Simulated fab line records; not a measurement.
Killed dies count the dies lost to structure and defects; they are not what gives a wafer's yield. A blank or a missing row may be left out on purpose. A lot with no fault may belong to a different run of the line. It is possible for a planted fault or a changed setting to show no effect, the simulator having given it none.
fab line records | flow ritCmos
record lots=14 wafers=42 lastDay=7
route steps=202 shown CONTACT@168
lots that met no fault: taken from a fault-free run of the same line
startH: hours from the record's first day to the start of the lot's first wafer shown | waitH: hours from the lot's prior step to this one | " repeats the value in the row above | L1.1+2: a row that stands for several wafers | - no value present, or no start provided | * or withheld: withheld | < > ~ a bound
route shown NAME@n: NAME is a module with steps in the file, n the number in the route of the first one | usual: average and standard deviation across the fault-free wafers | same: alike in all rows | chamber/n: place in a boat | sites: each site's reading | _std_site: standard deviation across them | _edge_site: inner sites' mean taken away from outer sites' mean | radiusMm: for every site, how far away it sits from the centre of the wafer | mask NAME#n: copy n | behind: the tool/chamber that last shaped the wafer | hold: reason for holding the lot/hours on hold/outcome of the hold | device: whichever transistor did not switch (one of n, p or np) | end of line: the tests these same wafers got at the end of their route | a step without rows: its recipe alone | killed: at the first sort, the dies lost to defects and structure; wafer yield is something else | map: the dies of a wafer, with x for killed, . for not killed, _ for no die there
set.NAME: the setting the step ran with; set.NAME@STEP: the setting that earlier step ran with | model.NAME: the simulator's own value behind a step, which no gauge read
route steps across a sampled set of lots; one table per step, one row per wafer
services: when a tool's chamber went out of use (startH, in hours from the record's first day, below 0 if earlier), for how many hours, and the reason
## steps
# step RIT_CONTACT_CVD_00
# recipe material=SiO2 targetThkNm=400 precursor=TEOS tempC=390 timeS=63.41 rfW=400
# usual heaterPowerW=324/66
# columns lot.wafer tool chamber startH waitH heaterPowerW
L312.1 pecvd-04 0 50.39 0.1 370
L312.3 " 2 " " 303
L312.6 " 0 " " 277
L313.1 pecvd-03 0 59.84 0.1 326
L313.2 " 2 " " 378
L313.6 " 0 " " 350
L315.1 pecvd-04 1 66.29 0.1 178
L315.3 " 2 " " 267
L315.4 " 0 " " 304
L316.1 pecvd-03 0 70.43 0.1 314
L316.3 " 2 " " 319
L316.4 " 0 " " 337
L317.2 pecvd-02 0 75.63 0.0 295
L317.3 " 2 " " 355
L317.4 " 0 " " 294
L318.3 pecvd-04 0 80.23 0.1 345
L318.5 " 1 " " 149
L318.6 " 0 " " 357
L319.1 pecvd-03 2 85.34 0.1 424
L319.5 " 0 " " 313
L319.6 " 2 " " 339
L322.1 pecvd-03 0 99.63 0.1 351
L322.2 " 2 " " 355
L322.6 " 1 " " 374
L323.1 pecvd-02 0 107.09 0.1 301
L323.2 " 1 " " 291
L323.4 " 0 " " 219
L325.2 pecvd-03 1 117.89 0.1 435
L325.4 " 2 " " 384
L325.5 " 0 " " 339
L329.1 pecvd-02 0 137.23 0.1 292
L329.2 " 2 " " 404
L329.6 " 2 " " 420
L330.2 pecvd-04 1 141.14 0.0 204
L330.4 " 2 " " 248
L330.5 " 1 " " 215
L332.2 pecvd-02 0 150.99 0.0 289
L332.3 " 1 " " 293
L332.5 " 0 " " 289
L334.2 pecvd-04 1 161.65 0.0 208
L334.4 " 0 " " 337
L334.5 " 2 " " 330
# step RIT_CONTACT_THK_MEAS_01
# recipe reads=SiO2_of_CONTACT_CVD_00
# usual CONTACT_TEOS_THK=414/5.2
# columns lot.wafer tool chamber startH waitH CONTACT_TEOS_THK[nm]
L312.1 filmMetro-03 - 50.44 0.0 403
L312.3 " - " " 405
L312.6 " - " " 414
L313.1 filmMetro-03 - 59.89 0.0 416
L313.2 " - " " 415
L313.6 " - " " 418
L315.1 filmMetro-01 - 66.34 0.0 411
L315.3 " - " " 409
L315.4 " - " " 421
L316.1 filmMetro-03 - 70.51 0.1 412
L316.3 " - " " 422
L316.4 " - " " 418
L317.2 filmMetro-02 - 75.72 0.1 416
L317.3 " - " " 421
L317.4 " - " " 416
L318.3 filmMetro-03 - 80.30 0.0 414
L318.5 " - " " 418
L318.6 " - " " 420
L319.1 filmMetro-03 - 85.41 0.1 411
L319.5 " - " " 415
L319.6 " - " " 414
L322.1 filmMetro-01 - 99.68 0.0 572
L322.2 " - " " 412
L322.6 " - " " 408
L323.1 filmMetro-03 - 107.14 0.0 412
L323.2 " - " " 405
L323.4 " - " " 416
L325.2 filmMetro-02 - 117.95 0.0 414
L325.4 " - " " 423
L325.5 " - " " 589
L329.1 filmMetro-01 - 137.28 0.0 415
L329.2 " - " " 418
L329.6 " - " " 418
L330.2 filmMetro-01 - 141.20 0.0 408
L330.4 " - " " 409
L330.5 " - " " 410
L332.2 filmMetro-01 - 151.05 0.0 407
L332.3 " - " " 409
L332.5 " - " " 414
L334.2 filmMetro-01 - 161.71 0.0 407
L334.4 " - " " 412
L334.5 " - " " 410
## services
# columns tool chamber startH hours kind
pecvd-02 1 61.47 20.1 repair
pecvd-04 0 66.87 6.9 repair
pecvd-03 1 70.16 23.7 repair
pecvd-02 - 119.72 2.8 pm
pecvd-04 0 152.00 8.1 repair
pecvd-04 - 155.62 5.7 repair
pecvd-03 - 157.02 1.8 repair
## key
firstSign step=RIT_CONTACT_THK_MEAS_01 reading=CONTACT_TEOS_THK direction=up sigmas=32 usual=414 struck=580
effect none on later readings
metAt RIT_CONTACT_CVD_00
struckLots L322,L325
struckWafers L322.1,L325.5
laterRowsLeftOut L322.1,L325.5
sortLeftOut L322.1,L325.5
testerLeftOut L322,L325
onsetBetween 85.34 99.63
fault kind=processParameterDrift tool=pecvd-03 chamber=0 onsetH=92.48 steps=RIT_CONTACT_CVD_00 channel=targetThkNm offset=160 shape=step endH=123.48 stated=400
# testerLeftOut: of these lots the tester's yield and bins aren't shown, on N5 and GAA mostly nor the transistor test; their killed dies are dies lost to structure and defects alone, not to doping, threshold or leakage, so they don't give the yield
# sortLeftOut: the simulated sort isn't trusted on such a fault, so these wafers' sort isn't shown, and their yield isn't known
# laterRowsLeftOut: the simulator's readings of these wafers behind a module that went badly wrong aren't trusted and aren't shown, but for the sort
